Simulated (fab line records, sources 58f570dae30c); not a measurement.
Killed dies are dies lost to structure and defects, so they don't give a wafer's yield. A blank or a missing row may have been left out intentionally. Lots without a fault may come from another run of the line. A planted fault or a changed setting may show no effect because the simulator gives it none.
fab line records | flow berkeley-cmos170
[record] lots = 5 | wafers = 23
route steps=331 shown M1@238 M2@278 M3@310
start-h: hours from the record's opening day to when the first of the lot's shown wafers began | wait-h: time in hours since the lot's previous step | " as in the row above | L1.1+2: a row that stands for several wafers | - either no value or no given start | * or withheld: withheld | < > ~ a bound
route shown NAME@n: a module of which the file shows steps, and the number in the route of the first | usual: average and standard deviation across the fault-free wafers | same: alike in all rows | chamber/n: place in a boat | sites: readings site by site | _std_site: the standard deviation of these | _edge_site: inner sites' mean taken away from outer sites' mean | radius-mm: for every site, how far away it sits from the centre of the wafer | mask NAME#n: copy n | behind: the last tool/chamber to shape the wafer | hold: what put the lot on hold/how long, in hours/how the hold closed | device: the transistor (n, p or np) that didn't switch | end of line: the route-end tests of the same wafers | a step with no rows: only its recipe | killed: the dies lost at the first sort to structure and to defects; this is not the yield of the wafer | map: shows each die of a wafer: x if killed, . if not, _ if none is there
set.NAME: the run value of the setting; set.NAME@STEP: its run value at that earlier step | model.NAME: the simulator's own value behind a step, which no gauge read
lots where settings were altered on purpose, with a table for each step and a row for each wafer
[[steps]]
[step UCB170_M1_SPUTTER_00]
[recipe] material = Al | target-thk-nm = 600 | time-s = 80 | power-w = 6000 | chamber-pressure-pa = 0.5
lot.wafer | tool           | chamber | start-h | wait-h | set.time-s | model.Al_of_M1_SPUTTER_00.thk-nm
L074.1    | pvd-sputter-04 | -       | 145.57  | 0.0    | 73.75      | 555.1
L074.2    | "              | -       | "       | "      | 73.75      | 546.8
L074.3    | "              | -       | "       | "      | 73.75      | 545.2
L074.4    | "              | -       | "       | "      | 80         | 602.7
L074.5    | "              | -       | "       | "      | 80         | 597.3
L076.1    | pvd-sputter-02 | -       | 153.97  | 0.0    | 87.2       | 650.1
L076.2    | "              | -       | "       | "      | 80         | 591
L076.4    | "              | -       | "       | "      | 87.2       | 646.9
L076.5    | "              | -       | "       | "      | 87.2       | 643.5
L076.6    | "              | -       | "       | "      | 80         | 592.9
L078.1    | pvd-sputter-04 | -       | 176.24  | 0.0    | 72.14      | 537.7
L078.3    | "              | -       | "       | "      | 72.14      | 543.6
L078.4    | "              | -       | "       | "      | 72.14      | 538.3
L078.5    | "              | -       | "       | "      | 80         | 596.1
L078.6    | "              | -       | "       | "      | 80         | 597.9
L077.2    | pvd-sputter-04 | -       | 176.30  | 0.1    | 80         | 591.9
L077.3    | "              | -       | "       | "      | 80         | 593.9
L077.4    | "              | -       | "       | "      | 80         | 599
L077.5    | "              | -       | "       | "      | 80         | 593.7
L077.6    | "              | -       | "       | "      | 80         | 597.6
L084.1    | pvd-sputter-03 | -       | 200.70  | 0.0    | 80         | 598.9
L084.4    | "              | -       | "       | "      | 80         | 594.9
L084.5    | "              | -       | "       | "      | 80         | 596.8
[step UCB170_M1_RS_MEAS_01]
[recipe] thk-meas-gauge = four-point-probe | reads = Al_of_M1_SPUTTER_00
[usual] M1_AL_RS = 0.0486/0.00046
lot.wafer | tool          | chamber | start-h | wait-h | set.time-s@M1_SPUTTER_00 | M1_AL_RS[ohm/sq]
L074.1    | film-metro-04 | -       | 145.63  | 0.0    | 73.75                    | 0.0524
L074.2    | "             | -       | "       | "      | 73.75                    | 0.0532
L074.3    | "             | -       | "       | "      | 73.75                    | 0.0534
L074.4    | "             | -       | "       | "      | 80                       | 0.0483
L074.5    | "             | -       | "       | "      | 80                       | 0.0487
L076.1    | film-metro-04 | -       | 154.03  | 0.0    | 87.2                     | 0.0446
L076.2    | "             | -       | "       | "      | 80                       | 0.0492
L076.4    | "             | -       | "       | "      | 87.2                     | 0.0449
L076.5    | "             | -       | "       | "      | 87.2                     | 0.0450
L076.6    | "             | -       | "       | "      | 80                       | 0.0490
L078.1    | film-metro-03 | -       | 176.30  | 0.0    | 72.14                    | 0.0542
L078.3    | "             | -       | "       | "      | 72.14                    | 0.0537
L078.4    | "             | -       | "       | "      | 72.14                    | 0.0542
L078.5    | "             | -       | "       | "      | 80                       | 0.0489
L078.6    | "             | -       | "       | "      | 80                       | 0.0489
L077.2    | film-metro-03 | -       | 176.50  | 0.2    | 80                       | 0.0493
L077.3    | "             | -       | "       | "      | 80                       | 0.0490
L077.4    | "             | -       | "       | "      | 80                       | 0.0487
L077.5    | "             | -       | "       | "      | 80                       | 0.0490
L077.6    | "             | -       | "       | "      | 80                       | 0.0488
L084.1    | film-metro-04 | -       | 200.76  | 0.0    | 80                       | 0.0485
L084.4    | "             | -       | "       | "      | 80                       | 0.0487
L084.5    | "             | -       | "       | "      | 80                       | 0.0488
[step UCB170_M1_THK_MEAS_02]
[recipe] thk-meas-gauge = xrf | reads = Al_of_M1_SPUTTER_00
[usual] M1_AL_THK = 615/7.3
lot.wafer | tool          | chamber | start-h | wait-h | set.time-s@M1_SPUTTER_00 | M1_AL_THK[nm]
L074.1    | film-metro-04 | -       | 145.75  | 0.1    | 73.75                    | 571
L074.2    | "             | -       | "       | "      | 73.75                    | 561
L074.3    | "             | -       | "       | "      | 73.75                    | 562
L074.4    | "             | -       | "       | "      | 80                       | 624
L074.5    | "             | -       | "       | "      | 80                       | 613
L076.1    | film-metro-04 | -       | 154.15  | 0.1    | 87.2                     | 673
L076.2    | "             | -       | "       | "      | 80                       | 612
L076.4    | "             | -       | "       | "      | 87.2                     | 667
L076.5    | "             | -       | "       | "      | 87.2                     | 660
L076.6    | "             | -       | "       | "      | 80                       | 615
L078.1    | film-metro-03 | -       | 176.42  | 0.1    | 72.14                    | 555
L078.3    | "             | -       | "       | "      | 72.14                    | 560
L078.4    | "             | -       | "       | "      | 72.14                    | 555
L078.5    | "             | -       | "       | "      | 80                       | 615
L078.6    | "             | -       | "       | "      | 80                       | 617
L077.2    | film-metro-03 | -       | 176.61  | 0.1    | 80                       | 610
L077.3    | "             | -       | "       | "      | 80                       | 614
L077.4    | "             | -       | "       | "      | 80                       | 617
L077.5    | "             | -       | "       | "      | 80                       | 611
L077.6    | "             | -       | "       | "      | 80                       | 614
L084.1    | film-metro-04 | -       | 200.88  | 0.1    | 80                       | 612
L084.4    | "             | -       | "       | "      | 80                       | 609
L084.5    | "             | -       | "       | "      | 80                       | 616
[step UCB170_M1_METAL_ETCH_12]
[recipe] chemistry = Cl2/BCl3 | target = Al | stop-on = PSG | pressure-mtorr = 12 | target-depth-a = 7800 | over-etch-frac = 0.3 | time-s = 130 | icp-w = 600 | bias-w = 120 | Cl2_flow_sccm = 90 | bcl3-flow-sccm = 45
[usual] oes-product-au = 0.859/0.01
lot.wafer | tool         | chamber | start-h | wait-h | set.icp-w | set.time-s@M1_SPUTTER_00 | oes-product-au
L074.1    | rie-metal-02 | 1       | 147.86  | -      | 619.3     | 73.75                    | 0.829
L074.2    | "            | 0       | "       | "      | 600       | 73.75                    | 0.817
L074.3    | "            | 1       | "       | "      | 619.3     | 73.75                    | 0.830
L074.4    | "            | 0       | "       | "      | 619.3     | 80                       | 0.863
L074.5    | "            | 0       | "       | "      | 600       | 80                       | 0.866
L076.1    | rie-metal-03 | 0       | 155.37  | -      | 600       | 87.2                     | 0.898
L076.2    | "            | 1       | "       | "      | 537.7     | 80                       | 0.855
L076.4    | "            | 1       | "       | "      | 537.7     | 87.2                     | 0.894
L076.5    | "            | 1       | "       | "      | 600       | 87.2                     | 0.896
L076.6    | "            | 0       | "       | "      | 600       | 80                       | 0.858
L078.1    | rie-metal-03 | 0       | 178.59  | -      | 600       | 72.14                    | 0.813
L078.3    | "            | 0       | "       | "      | 628.5     | 72.14                    | 0.811
L078.4    | "            | 0       | "       | "      | 628.5     | 72.14                    | 0.808
L078.5    | "            | 0       | "       | "      | 600       | 80                       | 0.859
L078.6    | "            | 0       | "       | "      | 628.5     | 80                       | 0.859
L077.2    | rie-metal-03 | 0       | 179.10  | -      | 600       | 80                       | 0.845
L077.3    | "            | 0       | "       | "      | 600       | 80                       | 0.856
L077.4    | "            | 0       | "       | "      | 600       | 80                       | 0.856
L077.5    | "            | 0       | "       | "      | 600       | 80                       | 0.866
L077.6    | "            | 0       | "       | "      | 600       | 80                       | 0.858
L084.1    | rie-metal-04 | 1       | 202.67  | -      | 600       | 80                       | 0.848
L084.4    | "            | 1       | "       | "      | 600       | 80                       | 0.834
L084.5    | "            | 0       | "       | "      | 600       | 80                       | 0.853
[step UCB170_M2_STRIP_07]
[recipe] chemistry = O2 | power-w = 400 | pressure-mtorr = 3500 | platen-temp-c = withheld | o2-flow-sccm = 400 | overash-fraction = 0.5
[usual] strip-time-to-endpoint-s = 21.96/0.066
lot.wafer | tool            | chamber | start-h | wait-h | set.o2-flow-sccm | strip-time-to-endpoint-s
L074.1    | plasma-asher-02 | 0       | 154.09  | 0.1    | 400              | 21.89
L074.2    | "               | 1       | "       | "      | 381.2            | 22.17
L074.3    | "               | 1       | "       | "      | 400              | 21.97
L074.4    | "               | 0       | "       | "      | 381.2            | 22.12
L074.5    | "               | 0       | "       | "      | 381.2            | 22.04
L076.1    | plasma-asher-04 | 1       | 165.76  | 0.1    | 400              | 21.96
L076.2    | "               | 0       | "       | "      | 454.8            | 21.54
L076.4    | "               | 1       | "       | "      | 400              | 21.94
L076.5    | "               | 0       | "       | "      | 400              | 21.93
L076.6    | "               | 1       | "       | "      | 454.8            | 21.58
L078.1    | plasma-asher-04 | 0       | 187.53  | 0.1    | 400              | 21.83
L078.3    | "               | 1       | "       | "      | 447.2            | 21.50
L078.4    | "               | 0       | "       | "      | 447.2            | 21.56
L078.5    | "               | 0       | "       | "      | 447.2            | 21.56
L078.6    | "               | 1       | "       | "      | 400              | 21.87
L077.2    | plasma-asher-04 | 0       | 188.43  | 0.1    | 361.8            | 22.32
L077.3    | "               | 0       | "       | "      | 400              | 21.97
L077.4    | "               | 1       | "       | "      | 361.8            | 22.27
L077.5    | "               | 1       | "       | "      | 400              | 21.91
L077.6    | "               | 0       | "       | "      | 361.8            | 22.33
L084.1    | plasma-asher-01 | 0       | 210.21  | 0.1    | 400              | 21.86
L084.4    | "               | 0       | "       | "      | 400              | 21.88
L084.5    | "               | 0       | "       | "      | 400              | 21.85
[step UCB170_M3_SPUTTER_01]
[recipe] material = Al | target-thk-nm = 900 | time-s = 120 | power-w = 6000 | chamber-pressure-pa = 0.5
lot.wafer | tool           | chamber | start-h | wait-h | set.time-s | model.Al_of_M3_SPUTTER_01.thk-nm
L074.1    | pvd-sputter-02 | -       | 160.24  | 0.0    | 130        | 969.7
L074.2    | "              | -       | "       | "      | 120        | 875
L074.3    | "              | -       | "       | "      | 120        | 897.9
L074.4    | "              | -       | "       | "      | 130        | 947.9
L074.5    | "              | -       | "       | "      | 130        | 973.5
L076.1    | pvd-sputter-02 | -       | 170.22  | 0.0    | 120        | 878.3
L076.2    | "              | -       | "       | "      | 104.8      | 800.1
L076.4    | "              | -       | "       | "      | 104.8      | 770.2
L076.5    | "              | -       | "       | "      | 120        | 909.5
L076.6    | "              | -       | "       | "      | 104.8      | 800.5
L078.1    | pvd-sputter-03 | -       | 193.96  | 0.0    | 133.6      | 994.8
L078.3    | "              | -       | "       | "      | 133.6      | 995
L078.4    | "              | -       | "       | "      | 120        | 895.2
L078.5    | "              | -       | "       | "      | 120        | 896.9
L078.6    | "              | -       | "       | "      | 133.6      | 988.6
L077.2    | pvd-sputter-03 | -       | 194.51  | 0.0    | 120        | 894.4
L077.3    | "              | -       | "       | "      | 127        | 953.3
L077.4    | "              | -       | "       | "      | 120        | 903.7
L077.5    | "              | -       | "       | "      | 120        | 902.4
L077.6    | "              | -       | "       | "      | 127        | 944.1
L084.1    | pvd-sputter-01 | -       | 217.20  | 0.0    | 120        | 890
L084.4    | "              | -       | "       | "      | 120        | 889.9
L084.5    | "              | -       | "       | "      | 120        | 891.1
[step UCB170_M3_RS_MEAS_02]
[recipe] thk-meas-gauge = four-point-probe | reads = Al_of_M3_SPUTTER_01
[usual] M3_AL_RS = 0.0322/0.00043
lot.wafer | tool          | chamber | start-h | wait-h | set.time-s@M3_SPUTTER_01 | M3_AL_RS[ohm/sq]
L074.1    | film-metro-03 | -       | 160.33  | 0.0    | 130                      | 0.0299
L074.2    | "             | -       | "       | "      | 120                      | 0.0332
L074.3    | "             | -       | "       | "      | 120                      | 0.0323
L074.4    | "             | -       | "       | "      | 130                      | 0.0306
L074.5    | "             | -       | "       | "      | 130                      | 0.0297
L076.1    | film-metro-03 | -       | 170.30  | 0.0    | 120                      | 0.0330
L076.2    | "             | -       | "       | "      | 104.8                    | 0.0363
L076.4    | "             | -       | "       | "      | 104.8                    | 0.0377
L076.5    | "             | -       | "       | "      | 120                      | 0.0319
L076.6    | "             | -       | "       | "      | 104.8                    | 0.0362
L078.1    | film-metro-04 | -       | 194.04  | 0.0    | 133.6                    | 0.0290
L078.3    | "             | -       | "       | "      | 133.6                    | 0.0289
L078.4    | "             | -       | "       | "      | 120                      | 0.0323
L078.5    | "             | -       | "       | "      | 120                      | 0.0321
L078.6    | "             | -       | "       | "      | 133.6                    | 0.0291
L077.2    | film-metro-03 | -       | 194.61  | 0.1    | 120                      | 0.0324
L077.3    | "             | -       | "       | "      | 127                      | 0.0304
L077.4    | "             | -       | "       | "      | 120                      | 0.0321
L077.5    | "             | -       | "       | "      | 120                      | 0.0321
L077.6    | "             | -       | "       | "      | 127                      | 0.0307
L084.1    | film-metro-04 | -       | 217.29  | 0.0    | 120                      | 0.0324
L084.4    | "             | -       | "       | "      | 120                      | 0.0324
L084.5    | "             | -       | "       | "      | 120                      | 0.0324
[step UCB170_M3_THK_MEAS_03]
[recipe] thk-meas-gauge = xrf | reads = Al_of_M3_SPUTTER_01
[usual] M3_AL_THK = 927/15
lot.wafer | tool          | chamber | start-h | wait-h | set.time-s@M3_SPUTTER_01 | M3_AL_THK[nm]
L074.1    | film-metro-03 | -       | 160.45  | 0.1    | 130                      | 1006
L074.2    | "             | -       | "       | "      | 120                      | 911
L074.3    | "             | -       | "       | "      | 120                      | 930
L074.4    | "             | -       | "       | "      | 130                      | 986
L074.5    | "             | -       | "       | "      | 130                      | 1010
L076.1    | film-metro-03 | -       | 170.42  | 0.1    | 120                      | 906
L076.2    | "             | -       | "       | "      | 104.8                    | 826
L076.4    | "             | -       | "       | "      | 104.8                    | 797
L076.5    | "             | -       | "       | "      | 120                      | 937
L076.6    | "             | -       | "       | "      | 104.8                    | 823
L078.1    | film-metro-04 | -       | 194.16  | 0.1    | 133.6                    | 1026
L078.3    | "             | -       | "       | "      | 133.6                    | 1022
L078.4    | "             | -       | "       | "      | 120                      | 927
L078.5    | "             | -       | "       | "      | 120                      | 917
L078.6    | "             | -       | "       | "      | 133.6                    | 1017
L077.2    | film-metro-03 | -       | 194.72  | 0.1    | 120                      | 930
L077.3    | "             | -       | "       | "      | 127                      | 991
L077.4    | "             | -       | "       | "      | 120                      | 937
L077.5    | "             | -       | "       | "      | 120                      | 935
L077.6    | "             | -       | "       | "      | 127                      | 982
L084.1    | film-metro-04 | -       | 217.41  | 0.1    | 120                      | 912
L084.4    | "             | -       | "       | "      | 120                      | 919
L084.5    | "             | -       | "       | "      | 120                      | 918
[step UCB170_M3_METAL_ETCH_18]
[recipe] chemistry = Cl2/BCl3 | target = Al | stop-on = SiO2 | pressure-mtorr = 12 | target-depth-a = 11700 | over-etch-frac = 0.3 | time-s = 195 | icp-w = 600 | bias-w = 120 | Cl2_flow_sccm = 90 | bcl3-flow-sccm = 45
[usual] oes-product-au = 0.858/0.012
lot.wafer | tool         | chamber | start-h | wait-h | set.time-s | set.time-s@M3_SPUTTER_01 | oes-product-au
L074.1    | rie-metal-01 | 1       | 164.86  | -      | 195        | 130                      | 0.896
L074.2    | "            | 1       | "       | "      | 195        | 120                      | 0.847
L074.3    | "            | 1       | "       | "      | 195        | 120                      | 0.856
L074.4    | "            | 1       | "       | "      | 195        | 130                      | 0.882
L074.5    | "            | 1       | "       | "      | 195        | 130                      | 0.889
L076.1    | rie-metal-01 | 1       | 172.58  | -      | 195        | 120                      | 0.848
L076.2    | "            | 0       | "       | "      | 195        | 104.8                    | 0.786
L076.4    | "            | 0       | "       | "      | 195        | 104.8                    | 0.777
L076.5    | "            | 0       | "       | "      | 195        | 120                      | 0.844
L076.6    | "            | 1       | "       | "      | 195        | 104.8                    | 0.806
L078.1    | rie-metal-02 | 1       | 197.67  | -      | 195        | 133.6                    | 0.932
L078.3    | "            | 0       | "       | "      | 209.9      | 133.6                    | 0.910
L078.4    | "            | 1       | "       | "      | 209.9      | 120                      | 0.859
L078.5    | "            | 0       | "       | "      | 195        | 120                      | 0.854
L078.6    | "            | 1       | "       | "      | 209.9      | 133.6                    | 0.911
L077.2    | rie-metal-02 | 1       | 198.40  | -      | 207.9      | 120                      | 0.863
L077.3    | "            | 0       | "       | "      | 207.9      | 127                      | 0.890
L077.4    | "            | 1       | "       | "      | 195        | 120                      | 0.872
L077.5    | "            | 0       | "       | "      | 207.9      | 120                      | 0.858
L077.6    | "            | 1       | "       | "      | 195        | 127                      | 0.892
L084.1    | rie-metal-02 | 1       | 220.54  | -      | 195        | 120                      | 0.860
L084.4    | "            | 0       | "       | "      | 195        | 120                      | 0.858
L084.5    | "            | 1       | "       | "      | 195        | 120                      | 0.864
[[key]]
[split] step = UCB170_M1_SPUTTER_00 | setting = time-s | stated = 80 | by = wafer
[response] step = UCB170_M1_SPUTTER_00 | reading = model.Al_of_M1_SPUTTER_00.thk-nm | change = +6.09 | per = 1% | r = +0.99
[response] step = UCB170_M1_RS_MEAS_01 | reading = M1_AL_RS | change = -0.000518 | per = 1% | r = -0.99
[response] step = UCB170_M1_THK_MEAS_02 | reading = M1_AL_THK | change = +6.23 | per = 1% | r = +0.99
[response] step = UCB170_M1_METAL_ETCH_12 | reading = oes-product-au | change = +0.00476 | per = 1% | r = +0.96
[split] step = UCB170_M1_METAL_ETCH_12 | setting = icp-w | stated = 600 | by = wafer
response none clear
[split] step = UCB170_M2_STRIP_07 | setting = o2-flow-sccm | stated = 400 | by = wafer
[response] step = UCB170_M2_STRIP_07 | reading = strip-time-to-endpoint-s | change = * | per = 1% | r = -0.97
[split] step = UCB170_M3_SPUTTER_01 | setting = time-s | stated = 120 | by = wafer
[response] step = UCB170_M3_SPUTTER_01 | reading = model.Al_of_M3_SPUTTER_01.thk-nm | change = +8.5 | per = 1% | r = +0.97
[response] step = UCB170_M3_RS_MEAS_02 | reading = M3_AL_RS | change = -0.000313 | per = 1% | r = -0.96
[response] step = UCB170_M3_THK_MEAS_03 | reading = M3_AL_THK | change = +8.79 | per = 1% | r = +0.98
[response] step = UCB170_M3_METAL_ETCH_18 | reading = oes-product-au | change = +0.00476 | per = 1% | r = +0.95
[split] step = UCB170_M3_METAL_ETCH_18 | setting = time-s | stated = 195 | by = wafer
response none clear
